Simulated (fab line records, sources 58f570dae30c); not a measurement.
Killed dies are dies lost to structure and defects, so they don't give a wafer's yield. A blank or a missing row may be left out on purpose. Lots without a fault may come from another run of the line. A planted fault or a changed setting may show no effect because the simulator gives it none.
Chamber matching | flow berkeley_cmos170 | UCB170_V1_CMP_02 on cmp-01: 4 sister chambers
The step polishes SiO2. 18 wafers are shown with their chamber, then 9 later ones without.

WAFERS WITH THEIR CHAMBER
wafer  | chamber | motor_current_A (A)
L733.2 | 0       | 15.1
L733.4 | 2       | 12.3
L733.6 | 3       | 18.2
L736.1 | 0       | 15.0
L736.4 | 3       | 18.1
L736.5 | 2       | 13.0
L738.2 | 3       | 18.3
L738.3 | 0       | 15.2
L738.6 | 1       | 13.8
L739.3 | 2       | 13.0
L739.4 | 0       | 15.2
L739.5 | 2       | 12.6
L741.1 | 0       | 14.6
L741.2 | 3       | 18.7
L741.3 | 2       | 12.4
L744.2 | 2       | 13.2
L744.4 | 3       | 17.7
L744.6 | 3       | 18.0

SIGNATURES (means of the wafers above)
reading         | chamber 0 | chamber 1 | chamber 2 | chamber 3 | scatter within a chamber
motor_current_A | 15.020    | 13.800    | 12.750    | 18.167    | 0.325
Rule: a wafer's distance from a chamber is the root of the sum, over the readings, of the square of ((its reading less the chamber's mean) divided by the reading's scatter). The wafer belongs to the nearest chamber; if the next one is less than 2 further off, it can't be placed. The scatter: the root of (the sum of the squares of (reading less its chamber's mean) over the shown wafers, divided by (wafers less chambers)).

WAFERS WITHOUT THEIR CHAMBER
wafer  | motor_current_A (A)
L745.1 | 12.4
L745.2 | 14.7
L745.4 | 17.8
L747.2 | 16.8
L747.3 | 14.8
L747.5 | 15.0
L748.4 | 15.6
L748.5 | 13.6
L748.6 | 15.3

WHICH CHAMBER EACH WENT THROUGH
wafer  | from the rows above     | in truth
L745.1 | 2                       | 2
L745.2 | can't be placed: 0 or 1 | 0
L745.4 | 3                       | 3
L747.2 | can't be placed: 3 or 0 | 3
L747.3 | 0                       | 0
L747.5 | 0                       | 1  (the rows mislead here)
L748.4 | 0                       | 0
L748.5 | 1                       | 1
L748.6 | 0                       | 0
Placed correctly: 6 of 9. Can't be placed from these rows: 2 (the true chamber is among the candidates in 2). Placed wrongly: 1.
